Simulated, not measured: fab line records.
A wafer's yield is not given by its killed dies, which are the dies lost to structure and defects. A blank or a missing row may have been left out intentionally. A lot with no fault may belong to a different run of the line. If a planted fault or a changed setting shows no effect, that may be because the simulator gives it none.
One fault seen from 2 desks ; flow berkeleyCmos170 ; numbers are kept per desk, each desk with only its own; the story behind them comes last

== TOOL OWNER'S DESK, rieMetal-03 ==
The tool's own readings at UCB170_M1_METAL_ETCH_12 (etches Al in Cl2/BCl3, stops on PSG, target depth 780 nm, time 130 s): means of the sampled wafers that have a number, for each lot that ran on this tool. Marked OUT: a lot whose mean sits more than 4 standard deviations from the usual mean, which makes it out of limits; the brackets give that distance.
Columns: A = drypumpMotorCurrentA at UCB170_M1_METAL_ETCH_12, usual 5.2 A; B = heBacksideLeakSccm at UCB170_M1_METAL_ETCH_12, usual 3.40 sccm; C = oesProductAu at UCB170_M1_METAL_ETCH_12, usual 0.852 a.u.; D = throttleValvePct at UCB170_M1_METAL_ETCH_12, usual 24.4 %
lot;first seen here;A;B;C;D
L544;day 9 04:22;5.5;3.54;0.841;24.1
L545;day 9 11:06;5.5;3.42;0.852;24.1
L547;day 10 04:43;5.2;3.30;0.847;24.3
L553;day 11 16:17;5.2;3.43;0.810;24.3
L556;day 12 06:26;4.9;3.16;0.789 (-5.2) OUT;24.4
This desk finds L556 out of limits, L556 being first, at day 12 06:26 (oesProductAu at UCB170_M1_METAL_ETCH_12). L544, L545, L547, L553: within limits.

== THE METROLOGY DESK ==
Lot by lot, what the gauges showed, no matter which tool ran the lot: averages of those sampled wafers that carry a number. Marked OUT: a lot whose mean sits more than 4 standard deviations from the usual mean, which makes it out of limits; the brackets give that distance.
Columns: A = cdNm at UCB170_M1_CD_MEAS_09, usual 700.1 nm; B = V1_POLISHED_THK at UCB170_V1_THK_MEAS_04, usual 999.6 nm
lot;first seen here;A;B
L544;day 9 04:10;700.8;1000.4
L545;day 9 10:54;699.3;1001.0
L546;day 9 11:46;698.9;998.8
L547;day 10 04:33;698.6;999.5
L549;day 11 01:07;700.3;1001.7
L551;day 11 01:23;700.0;998.2
L553;day 11 16:05;697.6;999.7
L559;day 12 02:38;699.6;1000.5
L556;day 12 06:16;697.7;999.1
L561;day 12 11:42;700.0;999.0
L560;day 12 13:32;701.2;1000.6
L564;day 12 17:26;699.9;999.3
L565;day 13 12:30;701.5;1000.4
L566;day 13 17:49;700.6;998.5
This desk's finding: nothing out of limits on any of the 14 lots.

== BROUGHT TOGETHER ==
The tool owner's desk had the chance to raise an alarm at day 12 06:26 on L556.
At the metrology desk, nothing out of limits was observed.
The metrology desk has L556 on record, within its limits.
Of the lots named, all ran UCB170_M1_METAL_ETCH_12 on rieMetal-03.

== WHAT WAS PUT IN BY THE SIMULATOR ==
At UCB170_M1_METAL_ETCH_12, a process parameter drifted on rieMetal-03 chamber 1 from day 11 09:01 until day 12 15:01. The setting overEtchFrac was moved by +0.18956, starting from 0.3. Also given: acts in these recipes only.
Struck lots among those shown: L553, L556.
Delay in hours, fault start to first out-of-limits reading, by desk: the tool owner's desk at 21.
